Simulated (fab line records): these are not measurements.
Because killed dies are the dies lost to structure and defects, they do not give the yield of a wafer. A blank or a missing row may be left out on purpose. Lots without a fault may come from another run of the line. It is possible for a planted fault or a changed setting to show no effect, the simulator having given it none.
fab line records	flow berkeley_cmos170	part 1 of 2: steps 1 to 23 of 35
[record] lots = 5	wafers = 15	last_day = 13
route steps=331 shown PWELL@45 WELLDRIVE@55 ACTIVE@60 PFIELD@79
lots that met no fault: taken from a fault-free run of the same line
start_h: hours from the record's opening day to when the first of the lot's shown wafers began	wait_h: hours since the lot's step before	" the same as in the row above	L1.1+2: a single row standing in for several wafers	- no value, or no start was given	* or withheld: withheld	< > ~ a bound
route shown NAME@n: NAME is a module with steps in the file, n the number in the route of the first one	usual: the fault-free wafers' mean and standard deviation	same: alike in all rows	chamber/n: place in a boat	sites: each site's reading	_std_site: the values' standard deviation	_edge_site: inner sites' mean taken away from outer sites' mean	radius_mm: for every site, how far away it sits from the centre of the wafer	mask NAME#n: copy n	behind: the tool/chamber that last shaped the wafer	hold: cause of the lot's hold/its duration in hours/its outcome	device: transistor that didn't switch, given as n, p or np	end of line: the same wafers' tests at the end of the route	a step without rows: its recipe alone	killed: dies lost to structure and defects at the first sort, not the wafer's yield	map: dies across one wafer; x = killed, . = not, _ = none there
set.NAME: the setting as run; set.NAME@STEP: as run at that earlier step	model.NAME: the simulator's own value behind a step, which no gauge read
lots seen at some steps along the route; tables by step, rows by wafer
services: when a tool's chamber went out of use (start_h, in hours from the record's first day, below 0 if earlier), for how many hours, and the reason
[[steps]]
[step UCB170_PWELL_PEB_11]
[recipe] peb_temp_c = 130	peb_time_s = withheld	resist = KrF
lot.wafer	tool	chamber	start_h	wait_h
L079.2+5+6	litho_track-03	0	84.80	0.1
L085.3+4+5	litho_track-02	0	115.43	0.1
L091.3+5+6	litho_track-03	0	146.63	0.1
L093.1+5+6	litho_track-02	0	156.10	0.1
L096.1+2+5	litho_track-04	0	165.14	0.4
[step UCB170_PWELL_DEVELOP_12]
[recipe] developer = TMAH	develop_time_s = 45	resist = KrF	dev_temp_c = 21
lot.wafer	tool	chamber	start_h	wait_h
L079.2+5+6	litho_track-03	0	-	-
L085.3+4+5	litho_track-02	0	-	-
L091.3+5+6	litho_track-03	0	-	-
L093.1+5+6	litho_track-02	0	-	-
L096.1+2+5	litho_track-04	0	-	-
[step UCB170_PWELL_OVL_MEAS_13]
[usual] PWELL_OVL = -2/5.9
lot.wafer	tool	chamber	start_h	wait_h	PWELL_OVL[nm]
L079.2	overlay-01	-	85.06	-	-10
L079.5	"	-	"	"	-22
L079.6	"	-	"	"	-7
L085.3	overlay-02	-	115.67	-	-5
L085.4	"	-	"	"	4
L085.5	"	-	"	"	6
L091.3	overlay-01	-	146.87	-	7
L091.5	"	-	"	"	8
L091.6	"	-	"	"	1
L093.1	overlay-02	-	156.38	-	-11
L093.5	"	-	"	"	-7
L093.6	"	-	"	"	-4
L096.1	overlay-02	-	165.42	-	-4
L096.2	"	-	"	"	-6
L096.5	"	-	"	"	-8
[step UCB170_PWELL_ETCH_14]
[recipe] chemistry = CH3F/Ar/O2	target = Si3N4	stop_on = SiO2	CH3F_flow_sccm = 20	Ar_flow_sccm = 50	O2_flow_sccm = 7	pressure_mtorr = 50	rf_w = 450	target_depth_a = 2420	over_etch_frac = 0.1	time_s = 151
[usual] drypump_motor_current_A = 5.8/0.5	oes_product_au = 0.936/0.014	rf_fwd_power_W = 448.5/1.7	throttle_valve_pct = 8.06/0.14
lot.wafer	tool	chamber	start_h	wait_h	drypump_motor_current_A	oes_product_au	rf_fwd_power_W	rf_hours_counter_h	throttle_valve_pct
L079.2	rie_diel-03	1	85.09	0.0	6.7	0.955	449.8	138	8.01
L079.5	"	0	"	"	5.8	0.932	447.8	-	7.95
L079.6	"	3	"	"	6.1	0.949	448.9	-	7.85
L085.3	rie_diel-03	1	115.70	0.0	6.7	0.943	446.6	139	8.05
L085.4	"	0	"	"	5.7	0.939	447.0	58	7.95
L085.5	"	3	"	"	6.0	0.949	452.0	-	7.85
L091.3	rie_diel-03	1	146.89	0.0	6.8	0.944	449.4	140	8.01
L091.5	"	2	"	"	6.1	0.947	449.9	-	8.09
L091.6	"	1	"	"	6.8	0.942	445.8	-	8.04
L093.1	rie_diel-03	3	156.41	0.0	6.0	0.943	448.8	4	7.85
L093.5	"	2	"	"	6.0	0.946	450.1	-	8.09
L093.6	"	1	"	"	6.7	0.951	448.8	-	8.04
L096.1	rie_diel-04	0	165.45	0.0	6.3	0.945	447.9	135	8.10
L096.2	"	1	"	"	5.5	0.943	447.0	5	8.26
L096.5	"	1	"	"	5.4	0.943	447.1	-	8.25
[step UCB170_PWELL_IMPLANT_15]
[recipe] species = B	dose_cm2 = 5e+12	energy_kev = 60	tilt_deg = 7
lot.wafer	tool	chamber	start_h	wait_h
L079.2+5+6	implanter-02	0	85.21	0.1
L085.3+4+5	implanter-04	0	115.85	0.1
L091.3+5+6	implanter-03	0	147.04	0.1
L093.1+5+6	implanter-02	0	156.51	0.1
L096.1+2+5	implanter-04	0	165.55	0.1
[step UCB170_PWELL_STRIP_16]
[recipe] chemistry = O2	power_w = 400	pressure_mtorr = 3500	platen_temp_c = withheld	o2_flow_sccm = 400	overash_fraction = 0.5
[usual] drypump_motor_current_A = 5.6/0.48	oes_product_au = 0.721/0.0049	strip_time_to_endpoint_s = 18.10/0.086
lot.wafer	tool	chamber	start_h	wait_h	drypump_motor_current_A	oes_product_au	rf_hours_counter_h	strip_time_to_endpoint_s
L079.2	plasma_asher-04	0	85.34	0.1	4.9	0.719	29	18.16
L079.5	"	0	"	"	4.9	0.722	-	18.15
L079.6	"	1	"	"	5.3	0.724	-	18.20
L085.3	plasma_asher-02	1	115.98	0.1	5.9	0.720	-	18.08
L085.4	"	0	"	"	5.6	0.715	-	18.07
L085.5	"	1	"	"	5.9	0.723	-	17.96
L091.3	plasma_asher-04	1	147.18	0.1	5.3	0.725	-	18.06
L091.5	"	1	"	"	5.3	0.730	-	18.03
L091.6	"	0	"	"	4.9	0.724	-	18.07
L093.1	plasma_asher-01	1	156.66	0.1	6.0	0.715	4	17.95
L093.5	"	0	"	"	6.3	0.729	-	18.01
L093.6	"	1	"	"	6.0	0.722	-	18.09
L096.1	plasma_asher-04	0	165.70	0.1	4.9	0.712	38	18.28
L096.2	"	1	"	"	5.4	0.722	38	18.26
L096.5	"	1	"	"	5.4	0.721	-	18.24
[step UCB170_PWELL_TW_MEAS_17]
[usual] PWELL_TW = 382/3.2
lot.wafer	tool	chamber	start_h	wait_h	PWELL_TW
L079.2	film_metro-02	-	85.45	0.1	383
L079.5	"	-	"	"	380
L079.6	"	-	"	"	381
L085.3	film_metro-02	-	116.07	0.1	382
L085.4	"	-	"	"	383
L085.5	"	-	"	"	381
L091.3	film_metro-02	-	147.26	0.1	381
L091.5	"	-	"	"	382
L091.6	"	-	"	"	379
L093.1	film_metro-02	-	156.76	0.1	381
L093.5	"	-	"	"	380
L093.6	"	-	"	"	384
L096.1	film_metro-04	-	165.80	0.1	387
L096.2	"	-	"	"	385
L096.5	"	-	"	"	386
[step UCB170_PWELL_CLEAN_18]
[recipe] chemistry = SPM	temp_c = 120	time_s = 600
[usual] bath_heat_duty_pct = 12.9/0.99
lot.wafer	tool	chamber	start_h	wait_h	bath_heat_duty_pct
L079.2	wet_bench-02	0	85.50	0.0	12.4
L079.5	"	0	"	"	13.8
L079.6	"	0	"	"	11.6
L085.3	wet_bench-04	2	117.04	1.0	13.9
L085.4	"	2	"	"	13.5
L085.5	"	2	"	"	13.9
L091.3	wet_bench-01	0	147.38	0.1	11.9
L091.5	"	0	"	"	11.9
L091.6	"	0	"	"	11.5
L093.1	wet_bench-04	3	156.82	0.1	13.3
L093.5	"	3	"	"	12.7
L093.6	"	3	"	"	13.7
L096.1	wet_bench-04	1	166.00	0.2	13.6
L096.2	"	1	"	"	13.0
L096.5	"	1	"	"	11.7
[step UCB170_PWELL_WET_ETCH_19]
[recipe] chemistry = H3PO4	target = Si3N4	temp_c = 160	time_s = 14400
[usual] bath_heat_duty_pct = 26.0/1.7
lot.wafer	tool	chamber	start_h	wait_h	bath_heat_duty_pct
L079.2	wet_bench-02	1	85.67	0.0	25.3
L079.5	"	1	"	"	24.4
L079.6	"	1	"	"	23.6
L085.3	wet_bench-04	2	117.23	0.0	26.3
L085.4	"	2	"	"	26.1
L085.5	"	2	"	"	29.1
L091.3	wet_bench-01	2	147.62	0.1	26.7
L091.5	"	2	"	"	26.6
L091.6	"	2	"	"	24.8
L093.1	wet_bench-01	2	157.00	0.0	25.5
L093.5	"	2	"	"	24.5
L093.6	"	2	"	"	26.5
L096.1	wet_bench-04	2	166.41	0.2	27.3
L096.2	"	2	"	"	27.0
L096.5	"	2	"	"	27.9
[step UCB170_PWELL_WET_ETCH_20]
[recipe] chemistry = BOE	dilution = 5:1	target = SiO2	temp_c = 25	time_s = 22
[usual] bath_heat_duty_pct = 6.1/0.54
lot.wafer	tool	chamber	start_h	wait_h	bath_heat_duty_pct
L079.2	wet_bench-01	3	89.68	0.0	6.2
L079.5	"	3	"	"	5.4
L079.6	"	3	"	"	6.6
L085.3	wet_bench-04	1	121.41	0.2	5.9
L085.4	"	1	"	"	5.6
L085.5	"	1	"	"	6.1
L091.3	wet_bench-04	3	151.62	0.0	6.4
L091.5	"	3	"	"	6.9
L091.6	"	3	"	"	5.9
L093.1	wet_bench-01	1	161.18	0.2	7.0
L093.5	"	1	"	"	6.8
L093.6	"	1	"	"	5.9
L096.1	wet_bench-04	1	170.42	0.0	5.1
L096.2	"	1	"	"	6.0
L096.5	"	1	"	"	5.5
[step UCB170_WELLDRIVE_CLEAN_00]
[recipe] chemistry = SPM	temp_c = 120	time_s = 600
[usual] bath_heat_duty_pct = 13.2/1.2
lot.wafer	tool	chamber	start_h	wait_h	bath_heat_duty_pct
L079.2	wet_bench-02	0	89.69	0.0	12.7
L079.5	"	0	"	"	12.4
L079.6	"	0	"	"	12.9
L085.3	wet_bench-01	3	121.43	0.0	14.0
L085.4	"	3	"	"	14.7
L085.5	"	3	"	"	14.9
L091.3	wet_bench-01	0	151.64	0.0	12.7
L091.5	"	0	"	"	12.8
L091.6	"	0	"	"	11.0
L093.1	wet_bench-01	1	161.37	0.2	14.6
L093.5	"	1	"	"	13.8
L093.6	"	1	"	"	14.5
L096.1	wet_bench-04	0	170.43	0.0	13.8
L096.2	"	0	"	"	14.7
L096.5	"	0	"	"	12.7
[step UCB170_WELLDRIVE_OXIDATION_01]
[recipe] temp_c = 1100	ambient = O2	target_thk_a = 1990	ox_time_s = 9000
[usual] spike_tc_centre_C = 1101.9/1.5	spike_tc_load_C = 1128/4.1	spike_tc_source_C = 1127.9/1.6	tube_center_temp_C_max = 1102.9/0.47
lot.wafer	tool	chamber	start_h	wait_h	spike_tc_centre_C	spike_tc_load_C	spike_tc_source_C	tube_center_temp_C_max
L079.2	furnace-04	0	92.52	2.6	1099.3	1130	1125.3	1102.6
L079.5	"	0	"	"	1099.1	1128	1127.3	1102.8
L079.6	"	0	"	"	1099.9	1130	1124.5	1102.8
L085.3	furnace-02	0	124.61	3.0	1103.0	1121	1128.3	1102.5
L085.4	"	0	"	"	1102.4	1123	1127.4	1103.8
L085.5	"	0	"	"	1101.9	1122	1129.2	1104.2
L091.3	furnace-01	0	158.46	6.6	1102.1	1133	1129.5	1103.3
L091.5	"	0	"	"	1102.9	1132	1129.6	1102.8
L091.6	"	0	"	"	1100.9	1132	1129.7	1103.5
L093.1	furnace-01	0	167.46	5.9	1100.7	1132	1126.4	1103.0
L093.5	"	0	"	"	1101.7	1131	1127.8	1103.4
L093.6	"	0	"	"	1101.0	1132	1127.5	1102.7
L096.1	furnace-01	0	175.21	4.6	1101.7	1131	1128.2	1102.6
L096.2	"	0	"	"	1101.6	1132	1128.5	1102.4
L096.5	"	0	"	"	1100.9	1131	1130.1	1103.2
[step UCB170_WELLDRIVE_THK_MEAS_02]
[recipe] reads = SiO2_of_WELLDRIVE_OXIDATION_01
[usual] WELLDRIVE_OXIDE_THK = 197.2/2.9
lot.wafer	tool	chamber	start_h	wait_h	WELLDRIVE_OXIDE_THK[nm]
L079.2	film_metro-01	-	96.03	0.0	202.2
L079.5	"	-	"	"	198.6
L079.6	"	-	"	"	200.9
L085.3	film_metro-01	-	128.13	0.0	198.9
L085.4	"	-	"	"	195.6
L085.5	"	-	"	"	197.0
L091.3	film_metro-02	-	161.98	0.0	197.6
L091.5	"	-	"	"	199.1
L091.6	"	-	"	"	195.2
L093.1	film_metro-01	-	170.96	0.0	195.4
L093.5	"	-	"	"	195.2
L093.6	"	-	"	"	196.2
L096.1	film_metro-02	-	178.71	0.0	198.7
L096.2	"	-	"	"	199.4
L096.5	"	-	"	"	201.5
[step UCB170_WELLDRIVE_ANNEAL_03]
[recipe] temp_c = 1100	time_s = 917.8	ambient = N2
[usual] spike_tc_centre_C = 1102.3/1.8	spike_tc_load_C = 1126/4.1	spike_tc_source_C = 1127.6/1.7	tube_center_temp_C_max = 1102.8/0.49
lot.wafer	tool	chamber	start_h	wait_h	spike_tc_centre_C	spike_tc_load_C	spike_tc_source_C	tube_center_temp_C_max
L079.2	furnace-04	0	100.27	4.2	1100.0	1129	1126.0	1102.9
L079.5	"	0	"	"	1100.1	1130	1124.8	1102.7
L079.6	"	0	"	"	1100.0	1130	1126.1	1102.4
L085.3	furnace-02	0	132.06	3.9	1103.9	1122	1130.0	1101.9
L085.4	"	0	"	"	1104.5	1122	1128.9	1102.8
L085.5	"	0	"	"	1103.8	1122	1128.7	1102.6
L091.3	furnace-02	0	168.31	6.3	1104.7	1120	1128.9	1103.0
L091.5	"	0	"	"	1106.2	1122	1129.1	1102.6
L091.6	"	0	"	"	1103.4	1122	1130.2	1101.9
L093.1	furnace-04	0	176.97	6.0	1099.7	1130	1125.2	1102.4
L093.5	"	0	"	"	1100.0	1130	1126.2	1102.6
L093.6	"	0	"	"	1101.3	1130	1125.8	1102.7
L096.1	furnace-01	0	184.29	5.6	1099.4	1129	1125.7	1102.1
L096.2	"	0	"	"	1100.0	1131	1128.2	1102.7
L096.5	"	0	"	"	1100.6	1130	1129.1	1103.0
[step UCB170_WELLDRIVE_WET_ETCH_04]
[recipe] chemistry = BOE	dilution = 5:1	target = SiO2	temp_c = 25	time_s = 120
[usual] bath_heat_duty_pct = 6.0/0.6
lot.wafer	tool	chamber	start_h	wait_h	bath_heat_duty_pct
L079.2	wet_bench-02	2	101.58	0.1	5.8
L079.5	"	2	"	"	4.8
L079.6	"	2	"	"	6.4
L085.3	wet_bench-02	1	133.31	0.0	6.0
L085.4	"	1	"	"	6.4
L085.5	"	1	"	"	6.2
L091.3	wet_bench-01	1	169.77	0.2	6.1
L091.5	"	1	"	"	5.8
L091.6	"	1	"	"	6.8
L093.1	wet_bench-01	1	181.25	3.0	7.8
L093.5	"	1	"	"	6.7
L093.6	"	1	"	"	6.3
L096.1	wet_bench-01	3	185.54	0.0	6.7
L096.2	"	3	"	"	6.7
L096.5	"	3	"	"	7.0
[step UCB170_ACTIVE_CLEAN_00]
[recipe] chemistry = SPM	temp_c = 120	time_s = 600
[usual] bath_heat_duty_pct = 12.9/0.85
lot.wafer	tool	chamber	start_h	wait_h	bath_heat_duty_pct
L079.2	wet_bench-02	3	101.63	0.0	12.2
L079.5	"	3	"	"	12.3
L079.6	"	3	"	"	13.0
L085.3	wet_bench-02	0	133.35	0.0	12.6
L085.4	"	0	"	"	12.5
L085.5	"	0	"	"	12.9
L091.3	wet_bench-02	3	169.94	0.1	12.5
L091.5	"	3	"	"	12.5
L091.6	"	3	"	"	12.2
L093.1	wet_bench-04	1	181.55	0.3	13.1
L093.5	"	1	"	"	12.4
L093.6	"	1	"	"	12.6
L096.1	wet_bench-04	1	185.59	0.0	12.0
L096.2	"	1	"	"	11.9
L096.5	"	1	"	"	12.5
[step UCB170_ACTIVE_CLEAN_01]
[recipe] chemistry = dHF	dilution = 25:1	time_s = 60
lot.wafer	tool	chamber	start_h	wait_h
L079.2+5+6	wet_bench-02	1	101.82	0.0
L085.3+4+5	wet_bench-02	3	133.52	0.0
L091.3+5+6	wet_bench-01	1	170.18	0.1
L093.1+5+6	wet_bench-02	3	181.85	0.1
L096.1+2+5	wet_bench-01	0	185.79	0.0
[step UCB170_ACTIVE_OXIDATION_02]
[recipe] temp_c = 1000	ambient = O2	target_thk_a = 264	ox_time_s = 1311
[usual] spike_tc_centre_C = 1002.4/1.9	spike_tc_load_C = 1024/3.7	spike_tc_source_C = 1025.9/1.8	tube_center_temp_C_max = 1002.5/0.4
lot.wafer	tool	chamber	start_h	wait_h	spike_tc_centre_C	spike_tc_load_C	spike_tc_source_C	tube_center_temp_C_max
L079.2	furnace-02	0	107.04	5.2	1003.2	1022	1028.4	1002.0
L079.5	"	0	"	"	1006.3	1022	1027.7	1002.5
L079.6	"	0	"	"	1004.1	1020	1025.2	1002.2
L085.3	furnace-02	0	140.24	6.7	1004.5	1020	1025.9	1002.9
L085.4	"	0	"	"	1003.8	1022	1026.4	1001.9
L085.5	"	0	"	"	1005.8	1019	1026.3	1002.4
L091.3	furnace-04	0	175.62	5.4	1000.3	1028	1026.6	1002.1
L091.5	"	0	"	"	999.1	1029	1023.5	1001.8
L091.6	"	0	"	"	999.6	1028	1023.9	1002.3
L093.1	furnace-04	0	185.64	3.8	1000.0	1030	1024.1	1002.7
L093.5	"	0	"	"	1000.3	1028	1024.1	1002.5
L093.6	"	0	"	"	999.4	1027	1024.8	1002.5
L096.1	furnace-02	0	190.46	4.6	1004.2	1020	1026.9	1002.2
L096.2	"	0	"	"	1004.1	1020	1027.8	1002.5
L096.5	"	0	"	"	1004.5	1019	1028.0	1002.5
[step UCB170_ACTIVE_THK_MEAS_03]
[recipe] reads = SiO2_of_ACTIVE_OXIDATION_02
[usual] ACTIVE_OXIDE_THK = 26.9/0.42
lot.wafer	tool	chamber	start_h	wait_h	ACTIVE_OXIDE_THK[nm]
L079.2	film_metro-03	-	108.40	0.0	27.3
L079.5	"	-	"	"	27.1
L079.6	"	-	"	"	27.7
L085.3	film_metro-04	-	141.61	0.0	26.9
L085.4	"	-	"	"	26.8
L085.5	"	-	"	"	26.9
L091.3	film_metro-03	-	176.99	0.0	27.2
L091.5	"	-	"	"	27.6
L091.6	"	-	"	"	27.6
L093.1	film_metro-01	-	186.99	0.0	26.7
L093.5	"	-	"	"	26.9
L093.6	"	-	"	"	26.5
L096.1	film_metro-04	-	191.82	0.0	27.6
L096.2	"	-	"	"	27.6
L096.5	"	-	"	"	27.5
[step UCB170_ACTIVE_ANNEAL_04]
[recipe] temp_c = 1000	time_s = 900	ambient = N2
[usual] spike_tc_centre_C = 1001.7/1.7	spike_tc_load_C = 1026/3.7	spike_tc_source_C = 1026.1/1.6	tube_center_temp_C_max = 1002.5/0.41
lot.wafer	tool	chamber	start_h	wait_h	spike_tc_centre_C	spike_tc_load_C	spike_tc_source_C	tube_center_temp_C_max
L079.2	furnace-04	0	114.10	5.7	1000.2	1030	1024.4	1002.3
L079.5	"	0	"	"	1000.9	1029	1025.8	1001.9
L079.6	"	0	"	"	1000.9	1027	1024.9	1003.1
L085.3	furnace-01	0	148.11	6.5	1001.4	1026	1026.4	1002.5
L085.4	"	0	"	"	1000.1	1029	1026.8	1002.7
L085.5	"	0	"	"	1002.3	1029	1027.8	1003.7
L091.3	furnace-02	0	183.61	6.6	1004.3	1021	1026.3	1002.8
L091.5	"	0	"	"	1002.8	1021	1025.7	1002.9
L091.6	"	0	"	"	1005.0	1022	1027.0	1002.9
L093.1	furnace-04	0	194.25	7.3	999.8	1028	1025.4	1001.6
L093.5	"	0	"	"	998.8	1027	1023.6	1002.2
L093.6	"	0	"	"	1000.3	1029	1025.5	1002.0
L096.1	furnace-04	0	194.25	2.4	1001.7	1028	1023.8	1002.9
L096.2	"	0	"	"	999.9	1028	1024.3	1002.8
L096.5	"	0	"	"	1000.9	1028	1024.6	1002.3
[step UCB170_ACTIVE_CVD_05]
[recipe] material = Si3N4	target_thk_nm = 220	temp_c = 800	precursor = SiH2Cl2/NH3	time_s = 3300	pressure_mtorr = 200	sih2cl2_flow_sccm = 25	nh3_flow_sccm = 75
[usual] spike_tc_centre_C = 802.3/1.2	spike_tc_load_C = 822.4/1.8	spike_tc_source_C = 822/3.8	susceptor_temp_C = 800.0/0.32
lot.wafer	tool	chamber	start_h	wait_h	spike_tc_centre_C	spike_tc_load_C	spike_tc_source_C	susceptor_temp_C
L079.2	lpcvd-01	1	116.55	1.2	803.4	823.6	821	799.7
L079.5	"	1	"	"	802.6	823.4	820	800.0
L079.6	"	1	"	"	804.0	823.3	818	800.1
L085.3	lpcvd-01	0	149.36	0.0	802.1	818.4	829	800.3
L085.4	"	0	"	"	802.6	820.2	828	800.0
L085.5	"	0	"	"	802.9	819.5	829	800.5
L091.3	lpcvd-02	0	184.86	0.0	802.1	822.1	819	800.1
L091.5	"	0	"	"	802.1	822.6	817	800.3
L091.6	"	0	"	"	801.9	824.2	819	800.2
L093.1	lpcvd-02	1	195.50	0.0	802.8	822.3	820	800.3
L093.5	"	1	"	"	800.9	822.8	821	800.5
L093.6	"	1	"	"	800.7	822.9	821	800.2
L096.1	lpcvd-02	0	195.50	0.0	802.1	822.9	818	799.6
L096.2	"	0	"	"	801.3	823.1	819	799.8
L096.5	"	0	"	"	801.2	823.5	819	799.6
[step UCB170_ACTIVE_THK_MEAS_06]
[recipe] reads = Si3N4_of_ACTIVE_CVD_05
[usual] ACTIVE_NITRIDE_THK = 220.1/1.8
lot.wafer	tool	chamber	start_h	wait_h	ACTIVE_NITRIDE_THK[nm]
L079.2	film_metro-04	-	119.43	0.0	219.9
L079.5	"	-	"	"	218.7
L079.6	"	-	"	"	220.7
L085.3	film_metro-03	-	151.29	0.0	218.1
L085.4	"	-	"	"	219.0
L085.5	"	-	"	"	219.4
L091.3	film_metro-01	-	186.79	0.0	223.1
L091.5	"	-	"	"	221.3
L091.6	"	-	"	"	224.2
L093.1	film_metro-03	-	197.42	0.0	221.0
L093.5	"	-	"	"	221.0
L093.6	"	-	"	"	220.6
L096.1	film_metro-03	-	197.48	0.1	221.9
L096.2	"	-	"	"	221.1
L096.5	"	-	"	"	221.4
[step UCB170_ACTIVE_HMDS_07]
[recipe] prime_time_s = 60	prime_temp_c = 100
lot.wafer	tool	chamber	start_h	wait_h
L079.2+5+6	litho_track-01	0	119.51	0.1
L085.3+4+5	litho_track-01	0	151.47	0.2
L091.3+5+6	litho_track-03	0	187.21	0.4
L093.1+5+6	litho_track-03	0	197.48	0.1
L096.1+2+5	litho_track-03	0	197.93	0.4
